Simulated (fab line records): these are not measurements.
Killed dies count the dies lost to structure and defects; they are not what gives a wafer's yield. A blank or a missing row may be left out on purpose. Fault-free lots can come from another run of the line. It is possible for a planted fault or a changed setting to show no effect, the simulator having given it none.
fab line records    flow rit_cmos
[record] lots = 6  wafers = 18  last_day = 6
route steps=202 shown PLDD@116 SPACER@125 NSD@131 PSD@142 SDANNEAL@153 SILICIDE@161 M1@202
lots with no fault: from the same line, run without faults
start_h: hours from the record's first day to the start of the lot's first wafer shown    wait_h: hours elapsed since this lot's preceding step    " the same as in the row above    L1.1+2: a single row standing in for several wafers    - no value, or no start given    * or withheld: withheld    < > ~ a bound
route shown NAME@n: NAME is a module with steps in the file, n the number in the route of the first one    usual: average and standard deviation across the fault-free wafers    same: alike in all rows    chamber/n: place in a boat    sites: per-site readings    _std_site: standard deviation across them    _edge_site: outer sites' mean less inner sites'    radius_mm: how far each site lies from the wafer's centre    mask NAME#n: copy n    behind: the most recent tool/chamber to have shaped the wafer    hold: reason for holding the lot/hours on hold/outcome of the hold    device: whichever transistor did not switch (one of n, p or np)    end of line: the same wafers' tests at the end of the route    a step given without rows: its recipe and nothing more    killed: count of dies lost to structure and defects at first sort (not the wafer's yield)    map: a wafer's dies, x killed, . not, _ none there
set.NAME: the setting as run; set.NAME@STEP: as run at that earlier step    model.NAME: the simulator's own value behind a step, which no gauge read
a table for each step, a row for each wafer; lots at some steps of the route
services: when a tool's chamber went out of use (start_h, in hours from the record's first day, below 0 if earlier), for how many hours, and the reason
[[steps]]
[step RIT_PLDD_SOFTBAKE_02]
[recipe] resist = NOVOLAK  temp_c = 90  time_s = 60
[step RIT_PLDD_EXPOSE_03]
[recipe] mask_id = M8  na = 0.57  target_cd_nm = 40900  dose_mj = 250
[step RIT_PLDD_PEB_04]
[recipe] resist = NOVOLAK  temp_c = withheld  time_s = withheld
[step RIT_PLDD_DEVELOP_05]
[recipe] resist = NOVOLAK  develop_time_s = 50  dev_temp_c = 23.98
[step RIT_PLDD_OVL_MEAS_06]
[usual] PLDD_OVL = 0.4/1.4
lot.wafer  tool        chamber  start_h  wait_h  PLDD_OVL[nm]
L799.2     overlay-02  -        58.69    -       2.3
L799.4     "           -        "        "       2.1
L799.5     "           -        "        "       1.9
L802.2     overlay-02  -        72.07    -       0.5
L802.3     "           -        "        "       -1.1
L802.5     "           -        "        "       0.5
L806.1     overlay-01  -        92.91    -       -0.8
L806.2     "           -        "        "       1.1
L806.5     "           -        "        "       0.3
L810.3     overlay-02  -        114.08   -       -0.4
L810.4     "           -        "        "       -0.4
L810.6     "           -        "        "       -0.4
L811.3     overlay-02  -        121.15   -       -0.7
L811.4     "           -        "        "       -2.2
L811.6     "           -        "        "       -1.6
L813.3     overlay-01  -        128.46   -       1.6
L813.4     "           -        "        "       1.5
L813.5     "           -        "        "       3.1
[step RIT_PLDD_HARDBAKE_07]
[recipe] resist = NOVOLAK  temp_c = 140  time_s = 60
[step RIT_PLDD_IMPLANT_08]
[recipe] species = BF2  energy_kev = 20  dose_cm2 = 9e+14  tilt_deg = 7
[step RIT_PLDD_STRIP_09]
[recipe] chemistry = O2  time_s = 180  resist = NOVOLAK  platen_temp_c = withheld  power_w = 500  pressure_mtorr = 4000  o2_flow_sccm = 4000
[usual] drypump_motor_current_A = 5.43/0.29
lot.wafer  tool             chamber  start_h  wait_h  drypump_motor_current_A  rf_hours_counter_h
L799.2     plasma_asher-03  0        59.02    0.1     5.95                     41
L799.4     "                1        "        "       5.40                     -
L799.5     "                1        "        "       5.39                     -
L802.2     plasma_asher-04  0        72.40    0.1     5.37                     28
L802.3     "                1        "        "       5.29                     -
L802.5     "                0        "        "       5.38                     -
L806.1     plasma_asher-03  0        93.24    0.1     5.98                     45
L806.2     "                1        "        "       5.38                     45
L806.5     "                1        "        "       5.38                     -
L810.3     plasma_asher-04  1        114.47   0.1     5.28                     -
L810.4     "                0        "        "       5.43                     -
L810.6     "                0        "        "       5.43                     -
L811.3     plasma_asher-03  0        121.53   0.1     5.93                     -
L811.4     "                1        "        "       5.39                     -
L811.6     "                0        "        "       5.92                     -
L813.3     plasma_asher-02  1        128.84   0.1     5.68                     -
L813.4     "                0        "        "       4.98                     -
L813.5     "                1        "        "       5.66                     -
[step RIT_PLDD_TW_MEAS_10]
[usual] PLDD_TW = 2321/18
lot.wafer  tool           chamber  start_h  wait_h  PLDD_TW
L799.2     film_metro-03  -        59.20    0.1     2336
L799.4     "              -        "        "       2330
L799.5     "              -        "        "       2330
L802.2     film_metro-02  -        72.58    0.1     2323
L802.3     "              -        "        "       2310
L802.5     "              -        "        "       2310
L806.1     film_metro-01  -        93.42    0.1     2299
L806.2     "              -        "        "       2337
L806.5     "              -        "        "       2323
L810.3     film_metro-02  -        114.60   0.1     2317
L810.4     "              -        "        "       2312
L810.6     "              -        "        "       2330
L811.3     film_metro-01  -        121.67   0.1     2312
L811.4     "              -        "        "       2297
L811.6     "              -        "        "       2300
L813.3     film_metro-01  -        128.98   0.1     2320
L813.4     "              -        "        "       2305
L813.5     "              -        "        "       2301
[step RIT_SPACER_CLEAN_00]
[recipe] chemistry = SC1  mix = 3:3:50  time_s = 600  temp_c = 75
[step RIT_SPACER_CLEAN_01]
[recipe] chemistry = dHF  dilution = 50:1  time_s = 30
[step RIT_SPACER_CLEAN_02]
[recipe] chemistry = SC2  mix = 3:3:50  time_s = 600  temp_c = 75  dry = n2_spin
[step RIT_SPACER_CVD_03]
[recipe] material = Si3N4  target_thk_nm = 250  temp_c = 810  precursor = SiH2Cl2/NH3  time_s = 3300  pressure_mtorr = 300  sih2cl2_flow_sccm = 60  nh3_flow_sccm = 150
lot.wafer  tool      chamber  start_h  wait_h  model.Si3N4_of_SPACER_CVD_03.thk_nm
L799.2     lpcvd-01  1        59.62    0.0     245.2
L799.4     "         1        "        "       241.1
L799.5     "         1        "        "       243.6
L802.2     lpcvd-01  1        73.01    0.0     250.3
L802.3+5   "         1        "        "       250.1
L806.1     lpcvd-02  1        93.88    0.0     254.5
L806.2     "         1        "        "       255.6
L806.5     "         1        "        "       251.7
L810.3     lpcvd-01  1        115.18   0.0     251.9
L810.4     "         1        "        "       249.4
L810.6     "         1        "        "       249.7
L811.3     lpcvd-02  0        122.11   0.0     279
L811.4     "         0        "        "       279.8
L811.6     "         0        "        "       279.7
L813.3     lpcvd-02  1        129.39   0.0     274.2
L813.4     "         1        "        "       273.6
L813.5     "         1        "        "       270.6
[step RIT_SPACER_THK_MEAS_04]
[recipe] reads = Si3N4_of_SPACER_CVD_03
[usual] SPACER_NITRIDE_THK = 248.8/2.8
lot.wafer  tool           chamber  start_h  wait_h  SPACER_NITRIDE_THK[nm]
L799.2     film_metro-03  -        61.55    0.0     245.4
L799.4     "              -        "        "       241.0
L799.5     "              -        "        "       243.7
L802.2     film_metro-03  -        74.94    0.0     250.3
L802.3     "              -        "        "       250.2
L802.5     "              -        "        "       250.1
L806.1     film_metro-03  -        95.79    0.0     254.5
L806.2     "              -        "        "       255.4
L806.5     "              -        "        "       251.8
L810.3     film_metro-04  -        117.12   0.0     251.9
L810.4     "              -        "        "       249.4
L810.6     "              -        "        "       249.5
L811.3     film_metro-04  -        124.05   0.0     279.2
L811.4     "              -        "        "       279.8
L811.6     "              -        "        "       279.6
L813.3     film_metro-04  -        131.32   0.0     274.1
L813.4     "              -        "        "       273.7
L813.5     "              -        "        "       270.8
[step RIT_SPACER_ETCHBACK_05]
[recipe] target_depth_a = 2500  SF6_flow_sccm = 30  CHF3_flow_sccm = 30  target = Si3N4  chemistry = SF6/CHF3  pressure_mtorr = 40  rf_w = 250  time_s = 240  stop_on = SiO2
[usual] SF6_flow_sccm = 30.01/0.095  drypump_motor_current_A = 5.80/0.28  oes_product_au = 0.845/0.012  throttle_valve_pct = 10.27/0.12
lot.wafer  tool         chamber  start_h  wait_h  SF6_flow_sccm  drypump_motor_current_A  oes_product_au  rf_hours_counter_h  throttle_valve_pct  model.etch.depth_nm
L799.2     rie_diel-04  1        61.60    0.0     30.04          5.45                     0.838           108                 10.26               245.2
L799.4     "            1        "        "       29.95          5.47                     0.839           -                   10.27               241.1
L799.5     "            3        "        "       29.82          5.36                     0.858           -                   10.39               243.6
L802.2     rie_diel-04  1        74.99    0.0     29.97          5.45                     0.843           108                 10.27               250.3
L802.3     "            3        "        "       30.10          5.43                     0.871           93                  10.38               250.1
L802.5     "            3        "        "       30.00          5.40                     0.872           -                   10.38               250.1
L806.1     rie_diel-03  1        95.85    0.1     30.00          6.22                     0.850           2                   10.23               254.5
L806.2     "            3        "        "       30.12          5.86                     0.847           85                  10.25               255.6
L806.5     "            1        "        "       29.87          6.23                     0.845           -                   10.23               251.7
L810.3     rie_diel-03  3        117.16   0.0     30.07          5.86                     0.837           86                  10.24               251.9
L810.4     "            2        "        "       29.88          5.47                     0.851           70                  10.17               249.4
L810.6     "            1        "        "       30.08          6.25                     0.846           -                   10.26               249.7
L811.3     rie_diel-04  0        124.09   0.0     30.09          5.90                     0.917           72                  10.07               279
L811.4     "            1        "        "       30.00          5.43                     0.930           109                 10.29               279.8
L811.6     "            3        "        "       29.85          5.37                     0.936           -                   10.41               279.7
L813.3     rie_diel-02  0        131.36   0.0     30.03          5.60                     0.898           47                  10.50               274.2
L813.4     "            3        "        "       29.91          6.25                     0.908           40                  10.44               273.6
L813.5     "            3        "        "       30.03          6.23                     0.898           -                   10.44               270.6
[step RIT_NSD_HMDS_00]
[recipe] prime_time_s = 60  prime_temp_c = 140
[step RIT_NSD_COAT_01]
[recipe] resist = NOVOLAK  spin_rpm = 3250  resist_thk_nm = 1000
[step RIT_NSD_SOFTBAKE_02]
[recipe] resist = NOVOLAK  temp_c = 90  time_s = 60
[step RIT_NSD_EXPOSE_03]
[recipe] mask_id = M9  na = 0.57  target_cd_nm = 40700  dose_mj = 250
[step RIT_NSD_PEB_04]
[recipe] resist = NOVOLAK  temp_c = withheld  time_s = withheld
[step RIT_NSD_DEVELOP_05]
[recipe] resist = NOVOLAK  develop_time_s = 50  dev_temp_c = 22.26
[step RIT_NSD_OVL_MEAS_06]
[usual] NSD_OVL = 2.1/1.4
lot.wafer  tool        chamber  start_h  wait_h  NSD_OVL[nm]
L799.2     overlay-01  -        62.68    -       2.0
L799.4     "           -        "        "       2.0
L799.5     "           -        "        "       0.2
L802.2     overlay-02  -        76.13    -       3.7
L802.3     "           -        "        "       5.6
L802.5     "           -        "        "       4.7
L806.1     overlay-01  -        96.85    -       0.5
L806.2     "           -        "        "       -0.1
L806.5     "           -        "        "       2.3
L810.3     overlay-01  -        118.17   -       1.6
L810.4     "           -        "        "       2.9
L810.6     "           -        "        "       2.0
L811.3     overlay-01  -        125.10   -       2.6
L811.4     "           -        "        "       3.9
L811.6     "           -        "        "       2.9
L813.3     overlay-02  -        132.50   -       3.2
L813.4     "           -        "        "       2.9
L813.5     "           -        "        "       3.6
[step RIT_NSD_HARDBAKE_07]
[recipe] resist = NOVOLAK  temp_c = 140  time_s = 60
[step RIT_NSD_IMPLANT_08]
[recipe] species = P  energy_kev = 25  dose_cm2 = 9.903e+14  tilt_deg = 7
[step RIT_NSD_STRIP_09]
[recipe] chemistry = O2  time_s = 180  resist = NOVOLAK  platen_temp_c = withheld  power_w = 500  pressure_mtorr = 4000  o2_flow_sccm = 4000
[usual] drypump_motor_current_A = 5.32/0.25
lot.wafer  tool             chamber  start_h  wait_h  drypump_motor_current_A  rf_hours_counter_h
L799.2     plasma_asher-02  0        63.01    0.1     4.98                     44
L799.4     "                0        "        "       4.97                     -
L799.5     "                0        "        "       4.97                     -
L802.2     plasma_asher-01  1        76.46    0.1     5.27                     45
L802.3     "                0        "        "       5.39                     -
L802.5     "                0        "        "       5.37                     -
L806.1     plasma_asher-04  1        97.20    0.1     5.31                     31
L806.2     "                0        "        "       5.37                     31
L806.5     "                0        "        "       5.39                     -
L810.3     plasma_asher-02  1        118.56   0.1     5.65                     -
L810.4     "                0        "        "       5.01                     -
L810.6     "                0        "        "       5.00                     -
L811.3     plasma_asher-04  0        125.48   0.1     5.40                     -
L811.4     "                1        "        "       5.27                     -
L811.6     "                0        "        "       5.38                     -
L813.3     plasma_asher-02  0        132.88   0.1     5.00                     -
L813.4     "                1        "        "       5.62                     -
L813.5     "                0        "        "       4.99                     -
[step RIT_NSD_TW_MEAS_10]
[usual] NSD_TW = 3084/21
lot.wafer  tool           chamber  start_h  wait_h  NSD_TW
L799.2     film_metro-02  -        63.19    0.1     3071
L799.4     "              -        "        "       3053
L799.5     "              -        "        "       3076
L802.2     film_metro-03  -        76.64    0.1     3101
L802.3     "              -        "        "       3114
L802.5     "              -        "        "       3102
L806.1     film_metro-01  -        97.38    0.1     3064
L806.2     "              -        "        "       3064
L806.5     "              -        "        "       3085
L810.3     film_metro-01  -        118.69   0.1     3077
L810.4     "              -        "        "       3098
L810.6     "              -        "        "       3087
L811.3     film_metro-03  -        125.62   0.1     3128
L811.4     "              -        "        "       3099
L811.6     "              -        "        "       3096
L813.3     film_metro-03  -        133.02   0.1     3107
L813.4     "              -        "        "       3106
L813.5     "              -        "        "       3099
[step RIT_PSD_HMDS_00]
[recipe] prime_time_s = 60  prime_temp_c = 140
[step RIT_PSD_COAT_01]
[recipe] resist = NOVOLAK  spin_rpm = 3250  resist_thk_nm = 1000
[step RIT_PSD_SOFTBAKE_02]
[recipe] resist = NOVOLAK  temp_c = 90  time_s = 60
[step RIT_PSD_EXPOSE_03]
[recipe] mask_id = M10  na = 0.57  target_cd_nm = 40900  dose_mj = 250
[step RIT_PSD_PEB_04]
[recipe] resist = NOVOLAK  temp_c = withheld  time_s = withheld
[step RIT_PSD_DEVELOP_05]
[recipe] resist = NOVOLAK  develop_time_s = 50  dev_temp_c = 23
[step RIT_PSD_OVL_MEAS_06]
[usual] PSD_OVL = -0.5/1.3
lot.wafer  tool        chamber  start_h  wait_h  PSD_OVL[nm]
L799.2     overlay-01  -        64.22    -       -2.0
L799.4     "           -        "        "       -1.9
L799.5     "           -        "        "       -1.5
L802.2     overlay-02  -        77.75    -       -0.7
L802.3     "           -        "        "       -0.6
L802.5     "           -        "        "       -2.6
L806.1     overlay-02  -        98.42    -       0.4
L806.2     "           -        "        "       0.5
L806.5     "           -        "        "       0.5
L810.3     overlay-01  -        119.74   -       -1.4
L810.4     "           -        "        "       -1.6
L810.6     "           -        "        "       -1.1
L811.3     overlay-01  -        126.68   -       -1.1
L811.4     "           -        "        "       -0.7
L811.6     "           -        "        "       -0.5
L813.3     overlay-02  -        133.92   -       -1.7
L813.4     "           -        "        "       0.1
L813.5     "           -        "        "       -2.4
[step RIT_PSD_HARDBAKE_07]
[recipe] resist = NOVOLAK  temp_c = 140  time_s = 60
[step RIT_PSD_IMPLANT_08]
[recipe] species = BF2  energy_kev = 27  dose_cm2 = 5e+15  tilt_deg = 7
[step RIT_PSD_STRIP_09]
[recipe] chemistry = O2  time_s = 180  resist = NOVOLAK  platen_temp_c = withheld  power_w = 500  pressure_mtorr = 4000  o2_flow_sccm = 4000
[usual] drypump_motor_current_A = 5.39/0.26
lot.wafer  tool             chamber  start_h  wait_h  drypump_motor_current_A  rf_hours_counter_h
L799.2     plasma_asher-02  1        64.55    0.1     5.65                     44
L799.4     "                1        "        "       5.64                     -
L799.5     "                1        "        "       5.65                     -
L802.2     plasma_asher-03  1        78.08    0.1     5.37                     43
L802.3     "                1        "        "       5.40                     -
L802.5     "                0        "        "       5.96                     -
L806.1     plasma_asher-02  1        98.75    0.1     5.61                     48
L806.2     "                0        "        "       5.00                     48
L806.5     "                1        "        "       5.63                     -
L810.3     plasma_asher-01  0        120.12   0.1     5.36                     -
L810.4     "                1        "        "       5.26                     -
L810.6     "                0        "        "       5.37                     -
L811.3     plasma_asher-01  1        127.06   0.1     5.26                     -
L811.4     "                0        "        "       5.37                     -
L811.6     "                0        "        "       5.36                     -
L813.3     plasma_asher-03  0        134.31   0.1     5.94                     -
L813.4     "                1        "        "       5.40                     -
L813.5     "                0        "        "       5.96                     -
[step RIT_PSD_TW_MEAS_10]
[usual] PSD_TW = 3386/23
lot.wafer  tool           chamber  start_h  wait_h  PSD_TW
L799.2     film_metro-03  -        64.74    0.1     3389
L799.4     "              -        "        "       3398
L799.5     "              -        "        "       3421
L802.2     film_metro-02  -        78.27    0.1     3379
L802.3     "              -        "        "       3364
L802.5     "              -        "        "       3377
L806.1     film_metro-02  -        98.93    0.1     3400
L806.2     "              -        "        "       3384
L806.5     "              -        "        "       3401
L810.3     film_metro-01  -        120.26   0.1     3381
L810.4     "              -        "        "       3375
L810.6     "              -        "        "       3369
L811.3     film_metro-02  -        127.20   0.1     3375
L811.4     "              -        "        "       3361
L811.6     "              -        "        "       3374
L813.3     film_metro-02  -        134.44   0.1     3374
L813.4     "              -        "        "       3375
L813.5     "              -        "        "       3369
[step RIT_SDANNEAL_CLEAN_00]
[recipe] chemistry = SC1  mix = 3:3:50  time_s = 600  temp_c = 75
[step RIT_SDANNEAL_CLEAN_01]
[recipe] chemistry = dHF  dilution = 50:1  time_s = 30
[step RIT_SDANNEAL_CLEAN_02]
[recipe] chemistry = SC2  mix = 3:3:50  time_s = 600  temp_c = 75  dry = n2_spin
[step RIT_SDANNEAL_RTA_03]
[recipe] temp_c = 1050  time_s = 5  idle_temp_c = 600  ramp_up_c_per_s = 342  ramp_down_c_per_s = 171  cool_to_c = 600  ambient = N2
[usual] wafer_temp_C_max = 1053.7/1.2
lot.wafer  tool           chamber  start_h  wait_h  wafer_temp_C_max
L799.2     rtp_anneal-02  0        65.17    0.0     1053.7
L799.4     "              0        "        "       1055.1
L799.5     "              0        "        "       1052.6
L802.2     rtp_anneal-01  0        78.69    0.0     1052.1
L802.3     "              0        "        "       1051.9
L802.5     "              0        "        "       1052.4
L806.1     rtp_anneal-01  0        99.40    0.0     1055.0
L806.2     "              0        "        "       1055.7
L806.5     "              0        "        "       1053.5
L810.3     rtp_anneal-01  0        120.68   0.0     1054.3
L810.4     "              0        "        "       1054.1
L810.6     "              0        "        "       1051.8
L811.3     rtp_anneal-02  0        127.62   0.0     1054.8
L811.4     "              0        "        "       1052.8
L811.6     "              0        "        "       1051.7
L813.3     rtp_anneal-02  0        134.88   0.0     1054.0
L813.4     "              0        "        "       1053.5
L813.5     "              0        "        "       1052.1
[step RIT_SDANNEAL_RS_MEAS_04]
[recipe] thk_meas_gauge = four-point-probe
[usual] PSD_RS = 115.9/0.3
lot.wafer  tool           chamber  start_h  wait_h  PSD_RS[ohm/sq]
L799.2     film_metro-02  -        65.23    0.1     116.3
L799.4     "              -        "        "       116.4
L799.5     "              -        "        "       116.1
L802.2     film_metro-02  -        78.76    0.1     115.8
L802.3     "              -        "        "       115.8
L802.5     "              -        "        "       115.9
L806.1     film_metro-03  -        99.46    0.0     116.2
L806.2     "              -        "        "       115.9
L806.5     "              -        "        "       115.6
L810.3     film_metro-02  -        120.76   0.1     115.9
L810.4     "              -        "        "       116.2
L810.6     "              -        "        "       115.9
L811.3     film_metro-02  -        127.70   0.1     116.2
L811.4     "              -        "        "       116.7
L811.6     "              -        "        "       116.4
L813.3     film_metro-02  -        134.96   0.1     116.1
L813.4     "              -        "        "       115.7
L813.5     "              -        "        "       115.7
[step RIT_SILICIDE_WET_ETCH_00]
[recipe] chemistry = BOE  target = SiO2  target_depth_nm = 14  time_s = 15  dry = n2_spin  dilution = 10:1  temp_c = 21.5
lot.wafer  tool          chamber  start_h  wait_h  model.Si3N4_of_SPACER_CVD_03.thk_nm
L799.2     wet_bench-03  2        65.69    0.1     190.9
L799.4     "             2        "        "       187.9
L799.5     "             2        "        "       189.8
L802.2     wet_bench-04  0        79.22    0.1     194.9
L802.3     "             0        "        "       195.2
L802.5     "             0        "        "       195
L806.1     wet_bench-04  3        99.94    0.1     198.7
L806.2     "             3        "        "       198.6
L806.5     "             3        "        "       196.4
L810.3     wet_bench-04  3        121.20   0.1     197.2
L810.4     "             3        "        "       195.7
L810.6     "             3        "        "       195.2
L811.3     wet_bench-04  2        128.14   0.1     217.2
L811.4     "             2        "        "       217.3
L811.6     "             2        "        "       216.7
L813.3     wet_bench-04  0        135.40   0.1     213.8
L813.4     "             0        "        "       212.5
L813.5     "             0        "        "       210.8
[step RIT_M1_PROBE_99]
[usual] killed_at_M0_to_M3 = 0.0/0.16  killed_at_front_end = 7/3.1  killed_dies = 7/3.1  killed_open = 3.6/2  killed_short = 3.5/2
[same] gross_dies = 264  killed_at_M4_up = 0  killed_at_back_side = 0  killed_at_contacts = 0  killed_at_other = 0
lot.wafer  tool       chamber  start_h  wait_h  killed_at_M0_to_M3  killed_at_front_end  killed_dies  killed_open  killed_short  model.etest.nmos_0p15.r_on_ohm_um  model.etest.nplus_sal.width_nm  model.etest.pplus_sal.width_nm  model.etest.pwell_pinched.rs_ohm_sq  model.etest.nwell_pinched.rs_ohm_sq  model.etest.contact_nplus.end_ohm_um  model.etest.field_p_metal.vt_v  model.etest.diode_nplus_comb.leak_log10_a_cm2
L799.2     prober-01  -        73.49    0.1     1                   4                    5            1            4             1165                               3463                            3465                            465.9                                338.6                                42.05                                 -30.74                          -4.917
L799.4     prober-01  -        73.59    0.2     0                   7                    7            4            3             1177                               3486                            3495                            458.7                                346.2                                41.32                                 -31.13                          -4.973
L799.5     prober-01  -        73.64    0.2     0                   11                   11           5            6             1159                               3469                            3449                            465.2                                339.6                                42.14                                 -30.63                          -5.262
L802.2     prober-02  -        86.34    0.1     0                   5                    5            2            3             1177                               3459                            3465                            454.5                                340.6                                43.6                                  -28.88                          -5.226
L802.3     prober-02  -        86.39    0.2     0                   7                    7            4            3             1152                               3445                            3436                            460.4                                339.9                                42.43                                 -29.14                          -5.082
L802.5     prober-02  -        86.49    0.2     0                   4                    4            0            4             1155                               3465                            3450                            460.9                                334.9                                42.23                                 -29.33                          -4.98
L806.1     prober-02  -        107.30   0.1     0                   7                    7            4            3             1104                               3411                            3419                            457.1                                332.7                                42.03                                 -29.05                          -5.234
L806.2     prober-02  -        107.35   0.1     0                   7                    7            3            4             1122                               3446                            3435                            458.6                                333.4                                43.33                                 -29.24                          -5.106
L806.5     prober-02  -        107.50   0.2     0                   7                    7            3            4             1112                               3450                            3433                            457.1                                335.3                                42.39                                 -29.24                          -5.269
L810.3     prober-02  -        128.95   0.2     0                   4                    4            2            2             1120                               3412                            3413                            454.2                                333.6                                41.65                                 -28.92                          -4.91
L810.4     prober-02  -        129.00   0.2     0                   12                   12           6            6             1139                               3417                            3436                            459.6                                333.6                                43.27                                 -28.92                          -5.225
L810.6     prober-02  -        129.10   0.2     0                   4                    4            2            2             1130                               3420                            3437                            460.2                                336.1                                43.08                                 -28.93                          -5.162
L811.3     prober-01  -        135.12   0.2     0                   5                    5            2            3             1091                               3389                            3386                            449.6                                318.8                                40.33                                 -29.72                          -5.376
L811.4     prober-01  -        135.17   0.2     0                   1                    1            0            1             1101                               3383                            3380                            448.6                                320.4                                41.55                                 -30.1                           -5.397
L811.6     prober-01  -        135.27   0.2     0                   4                    4            3            1             1108                               3385                            3371                            452.6                                322.5                                41.02                                 -29.81                          -5.356
L813.3     prober-01  -        142.82   0.2     0                   9                    9            7            2             1084                               3384                            3389                            445.2                                322.4                                39.97                                 -31.28                          -5.39
L813.4     prober-01  -        142.87   0.2     0                   5                    5            3            2             1075                               3394                            3382                            453.1                                323.6                                41.48                                 -31.68                          -5.555
L813.5     prober-01  -        142.92   0.2     0                   10                   10           5            5             1074                               3405                            3393                            446                                  325.4                                41.09                                 -31.52                          -5.669
// killed by level:class
L799.2 SPACER:geometric_particle:short=2 REOX:geometric_particle:short=1 SILICIDE:geometric_particle:short=1 M1:geometric_particle:open=1
L799.4 GATE:geometric_particle:open=2 FOX1:geometric_particle:short=1 REOX:geometric_particle:short=1 SPACER:geometric_particle:open=1 SILICIDE:geometric_particle:open=1 SILICIDE:geometric_particle:short=1
L799.5 GATE:geometric_particle:open=2 REOX:geometric_particle:short=2 SPACER:geometric_particle:short=2 FOX1:geometric_particle:open=1 GATE:geometric_particle:short=1 REOX:geometric_particle:open=1 SPACER:geometric_particle:open=1 SILICIDE:geometric_particle:short=1
L802.2 GATE:geometric_particle:short=2 GATE:geometric_particle:open=1 REOX:geometric_particle:open=1 SILICIDE:geometric_particle:short=1
L802.3 GATE:geometric_particle:open=2 FOX1:geometric_particle:open=1 FOX2:geometric_particle:short=1 REOX:geometric_particle:short=1 REOX:geometric_particle:open=1 SPACER:geometric_particle:short=1
L802.5 FOX1:geometric_particle:short=2 GATE:geometric_particle:short=1 SILICIDE:geometric_particle:short=1
L806.1 FOX1:geometric_particle:short=2 FOX2:geometric_particle:open=1 GATE:geometric_particle:open=1 REOX:geometric_particle:short=1 REOX:geometric_particle:open=1 SILICIDE:geometric_particle:open=1
L806.2 SILICIDE:geometric_particle:open=2 FOX1:geometric_particle:open=1 FOX2:geometric_particle:short=1 GATE:geometric_particle:short=1 REOX:geometric_particle:short=1 SILICIDE:geometric_particle:short=1
L806.5 GATE:geometric_particle:short=2 FOX1:geometric_particle:short=1 GATE:geometric_particle:open=1 REOX:geometric_particle:open=1 SPACER:geometric_particle:short=1 SILICIDE:geometric_particle:open=1
L810.3 FOX1:geometric_particle:short=1 FOX2:geometric_particle:open=1 GATE:geometric_particle:open=1 SPACER:geometric_particle:short=1
L810.4 SPACER:geometric_particle:open=5 GATE:geometric_particle:short=4 SPACER:geometric_particle:short=2 REOX:geometric_particle:open=1
L810.6 REOX:geometric_particle:open=2 GATE:geometric_particle:short=1 SPACER:geometric_particle:short=1
L811.3 GATE:geometric_particle:open=2 REOX:geometric_particle:short=2 SPACER:geometric_particle:short=1
L811.4 GATE:geometric_particle:short=1
L811.6 GATE:geometric_particle:open=3 SILICIDE:geometric_particle:short=1
L813.3 REOX:geometric_particle:open=3 GATE:geometric_particle:open=2 FOX1:geometric_particle:open=1 GATE:geometric_particle:short=1 SPACER:geometric_particle:short=1 SILICIDE:geometric_particle:open=1
L813.4 GATE:geometric_particle:open=2 FOX1:geometric_particle:open=1 FOX2:geometric_particle:short=1 GATE:geometric_particle:short=1
L813.5 REOX:geometric_particle:open=2 GATE:geometric_particle:short=2 REOX:geometric_particle:short=2 SPACER:geometric_particle:open=2 SILICIDE:geometric_particle:open=1 SILICIDE:geometric_particle:short=1
[[services]]
tool             chamber  start_h  hours  kind
lpcvd-02         -        37.68    1.6    repair
rie_diel-04      2        39.99    5.4    repair
rie_diel-04      2        52.61    22.1   repair
wet_bench-03     -        52.86    0.9    repair
rie_diel-02      3        54.94    3.4    repair
rie_diel-04      0        58.21    4.0    repair
plasma_asher-04  -        59.66    0.8    repair
rie_diel-02      -        74.91    2.8    pm
plasma_asher-01  -        77.77    2.8    pm
rie_diel-03      0        93.90    -      clean
rie_diel-03      0        93.90    16.7   scheduled_down
rie_diel-03      0        93.90    16.7   vent_cycle
plasma_asher-02  -        105.46   2.7    repair
plasma_asher-01  -        108.75   9.0    pm
plasma_asher-01  0        108.75   9.0    vent_cycle
plasma_asher-01  1        108.75   9.0    vent_cycle
rie_diel-04      0        110.72   3.3    repair
plasma_asher-01  0        117.75   -      clean
plasma_asher-01  1        117.75   -      clean
rie_diel-02      0        121.05   3.6    repair
[[key]]
[first_sign] step = RIT_SPACER_THK_MEAS_04  reading = SPACER_NITRIDE_THK  direction = up  sigmas = 9.6  usual = 248.8  struck = 276.2
[effect] step = RIT_SPACER_ETCHBACK_05  reading = oes_product_au  direction = up  sigmas = 5.9  usual = 0.845  struck = 0.914
[model_effect] step = RIT_SPACER_CVD_03  value = Si3N4_of_SPACER_CVD_03.thk_nm  without = 246.2  struck = 276.2
[model_effect] step = RIT_SPACER_ETCHBACK_05  value = etch.depth_nm  without = 246.2  struck = 276.2
[model_effect] step = RIT_SILICIDE_WET_ETCH_00  value = Si3N4_of_SPACER_CVD_03.thk_nm  without = 191.3  struck = 214.7
[model_effect] step = RIT_M1_PROBE_99  value = etest.nmos_0p15.r_on_ohm_um  without = 1165  struck = 1089
met_at RIT_SPACER_CVD_03
struck_wafers L811.3,L811.4,L811.6,L813.3,L813.4,L813.5
tester_left_out L811,L813
onset_between 93.88 122.11
also_fits time
[fault] kind = process_parameter_drift  tool = lpcvd-02  chamber = -  onset_h = 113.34  steps = RIT_SPACER_CVD_03  channel = target_thk_nm  offset = 30  shape = step  end_h = 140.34  acts_in = these_recipes_only  stated = 250
// tester_left_out: of these lots the tester's yield and bins aren't shown, on N5 and GAA mostly nor the transistor test; their killed dies are dies lost to structure and defects alone, not to doping, threshold or leakage, so they don't give the yield
